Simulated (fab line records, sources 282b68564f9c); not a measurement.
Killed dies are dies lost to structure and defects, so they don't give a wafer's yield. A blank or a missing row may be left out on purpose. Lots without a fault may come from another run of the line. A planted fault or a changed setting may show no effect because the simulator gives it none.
Chamber matching | flow rit_cmos | RIT_FOX2_WET_ETCH_03 on wet_bench-01: 3 sister chambers
The step etches Si3N4 in H3PO4, target depth 195 nm, time 2700 s. 3 wafers are shown with their chamber, then 5 later ones without.

WAFERS WITH THEIR CHAMBER
wafer  | chamber | run_length_s (s)
L535.6 | 1       | 2728
L538.6 | 0       | 2727
L539.1 | 3       | 2726

WAFERS WITHOUT THEIR CHAMBER
wafer  | run_length_s (s)
L539.2 | 2726
L539.5 | 2726
L542.1 | 2735
L542.4 | 2735
L542.5 | 2735

WHICH CHAMBER EACH WENT THROUGH
wafer  | from the rows above          | in truth
L539.2 | can't be placed: 3 or 0 or 1 | 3
L539.5 | can't be placed: 3 or 0 or 1 | 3
L542.1 | can't be placed: 1 or 0 or 3 | 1
L542.4 | can't be placed: 1 or 0 or 3 | 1
L542.5 | can't be placed: 1 or 0 or 3 | 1
Placed correctly: 0 of 5. Can't be placed from these rows: 5 (the true chamber is among the candidates in 5). Placed wrongly: 0.
How it was worked out, from the rows above alone: a wafer's distance from a chamber is the root of the sum, over the readings, of the square of ((its reading less the chamber's mean) divided by the reading's scatter). The wafer belongs to the nearest chamber; if the next one is less than 2 further off, it can't be placed. A chamber's mean is the mean of its shown wafers. The scatter: with one shown wafer a chamber, the root of the mean of the squares of how far each hidden wafer lies from its nearest shown one.
